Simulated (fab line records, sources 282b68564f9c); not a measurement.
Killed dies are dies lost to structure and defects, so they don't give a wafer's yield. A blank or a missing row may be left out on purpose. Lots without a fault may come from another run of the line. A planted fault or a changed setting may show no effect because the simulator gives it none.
A struck lot beside a sound one | flow rit_cmos | 26 steps out of a route of 202
Sound: wafers L468.1, L468.2, L468.6. Struck: wafers L475.3, L475.5. (L475.1 of the same lot was not struck and is left out.) The cause comes at the end.
At each step with rows: each side's tool, then ch and its chambers, then its first start. Under that, the readings that differ: sound wafers | struck wafers | difference of the means | sigmas: that difference in standard deviations of wafers without a fault.
alike: readings whose means differ by less than 2 such deviations, and words and numbers that are the same on both sides. not compared: withheld readings, readings that some wafer has no value for, bounds like >300 that may hide the same value, and numbers for which the record gives no deviation and whose values overlap.
The two part at a step that has a row with sigmas, a row that says differs or no value, or rows on one side only. Numbers that don't overlap but have no deviation are shown without sigmas and don't part them. A reading that every wafer of one side lacks parts them only if that side has two wafers or more.

first, 4 steps without rows for these wafers: RIT_CONTACT_SOFTBAKE_04 (time 60 s); RIT_CONTACT_EXPOSE_05 (exposes mask M11, target cd 1000 nm); RIT_CONTACT_PEB_06; RIT_CONTACT_DEVELOP_07 (develop time 120 s).
RIT_CONTACT_CD_MEAS_08: target cd 1000 nm.
  sound on cd_sem-02, day 4 18:53; struck on cd_sem-01, day 5 20:04
  alike: cd_nm
RIT_CONTACT_OVL_MEAS_09:
  sound on overlay-01, day 4 19:01; struck on overlay-01, day 5 20:11
  alike: CONTACT_OVL
then, 1 step without rows for these wafers: RIT_CONTACT_HARDBAKE_10 (time 60 s).
RIT_CONTACT_ETCH_11: etches SiO2 in CHF3/CF4/Ar, stops on TiSi2, target depth 480 nm, time 320 s.
  sound on rie_diel-04 ch 0,3, day 4 19:12; struck on rie_diel-03 ch 0,2, day 5 20:22
  reading                | sound          | struck    | difference | sigmas
  throttle_valve_pct (%) | 8.78 8.85 8.85 | 9.04 9.02 | +0.20      | +2
  alike: O2_flow_sccm, drypump_motor_current_A, oes_product_au, rf_fwd_power_W
  not compared: rf_hours_counter_h
RIT_CONTACT_STRIP_12: strips in O2, time 180 s.
  sound on plasma_asher-02 ch 0,1, day 4 19:23; struck on plasma_asher-04 ch 0,1, day 5 20:34
  alike: drypump_motor_current_A
  not compared: rf_hours_counter_h
RIT_CONTACT_CD_MEAS_90: target cd 1000 nm.
  sound on cd_sem-01, day 4 19:34; struck on cd_sem-02, day 5 20:44
  alike: cd_nm
then, 2 steps without rows for these wafers: RIT_CONTACT_CLEAN_13 (cleans in SC1, time 600 s); RIT_CONTACT_CLEAN_14 (cleans in SC2, time 600 s).
RIT_M1_SPUTTER_00: material Al, target thk 400 nm, time 500 s.
  sound on pvd_sputter-03, day 4 20:23; struck on pvd_sputter-03, day 5 21:14
  reading                               | sound                | struck        | difference | sigmas
  cathode_dc_power_W (W)                | 2000.2 1999.7 1999.7 | 1245.5 1245.0 | -754.6     | -99 or more
  model.Al_of_M1_SPUTTER_00.thk_nm (nm) | 400.1 399.1 401.3    | 250.2 250.4   | -149.9     |
  alike: throttle_valve_pct
RIT_M1_RS_MEAS_01: measures by four-point-probe.
  sound on film_metro-04, day 4 20:41; struck on film_metro-03, day 5 21:49
  reading           | sound                | struck        | difference | sigmas
  M1_AL_RS (ohm/sq) | 0.0735 0.0735 0.0731 | 0.1193 0.1195 | +0.0460    | +63
  not compared: hold
RIT_M1_THK_MEAS_02: measures by xrf.
  sound on film_metro-04, day 4 20:48; struck on film_metro-03, day 6 04:29
  reading        | sound       | struck  | difference | sigmas
  M1_AL_THK (nm) | 402 399 403 | 254 255 | -147       | -34
  not compared: hold
then, 5 steps without rows for these wafers: RIT_M1_COAT_04 (resist thk 1300 nm); RIT_M1_SOFTBAKE_05 (time 60 s); RIT_M1_EXPOSE_06 (exposes mask M12, target cd 2600 nm); RIT_M1_PEB_07; RIT_M1_DEVELOP_08 (develop time 68 s).
RIT_M1_CD_MEAS_09: target cd 2600 nm.
  sound on cd_sem-02, day 4 22:05; struck on cd_sem-02, day 6 06:29
  reading    | sound                | struck        | difference | sigmas
  cd_nm (nm) | 2601.1 2602.3 2601.1 | 2596.7 2598.1 | -4.1       | -2
RIT_M1_OVL_MEAS_10:
  sound on overlay-02, day 4 22:12; struck on overlay-01, day 6 06:37
  alike: M1_OVL
then, 1 step without rows for these wafers: RIT_M1_HARDBAKE_11 (time 120 s).
RIT_M1_METAL_ETCH_12: etches Al in Cl2/BCl3, stops on SiO2, time 165 s, target depth 600 nm.
  sound on rie_metal-01 ch 0,1, day 4 22:37; struck on rie_metal-04 ch 0,1, day 6 06:53
  reading               | sound             | struck      | difference | sigmas
  oes_product_au (a.u.) | 0.766 0.763 0.760 | 0.603 0.614 | -0.154     | -13
  alike: bcl3_flow_sccm, drypump_motor_current_A, mfc_cl2_sccm, rf_fwd_power_W, throttle_valve_pct
  not compared: rf_hours_counter_h
then, 1 step without rows for these wafers: RIT_M1_STRIP_13 (strips in nmp, time 600 s).
RIT_M1_PROBE_99:
  sound on prober-02, day 5 01:02; struck on prober-01, day 6 15:58
  reading | sound | struck                                            | difference                   | sigmas
  hold    | - - - | await_dispo/6.4h/release await_dispo/6.4h/release | no value on the sound wafers |
  alike: defect_limited_yield, killed_at_contacts, killed_at_front_end, killed_dies, killed_open, killed_short, sort_bin_3_pad_short, sort_bin_5_function, sort_bin_6_memory, sort_n_pass, sort_yield_pct

WHERE THEY PART
First at RIT_CONTACT_ETCH_11; last, within this record, at RIT_M1_PROBE_99.

WHY: what the simulator had put in
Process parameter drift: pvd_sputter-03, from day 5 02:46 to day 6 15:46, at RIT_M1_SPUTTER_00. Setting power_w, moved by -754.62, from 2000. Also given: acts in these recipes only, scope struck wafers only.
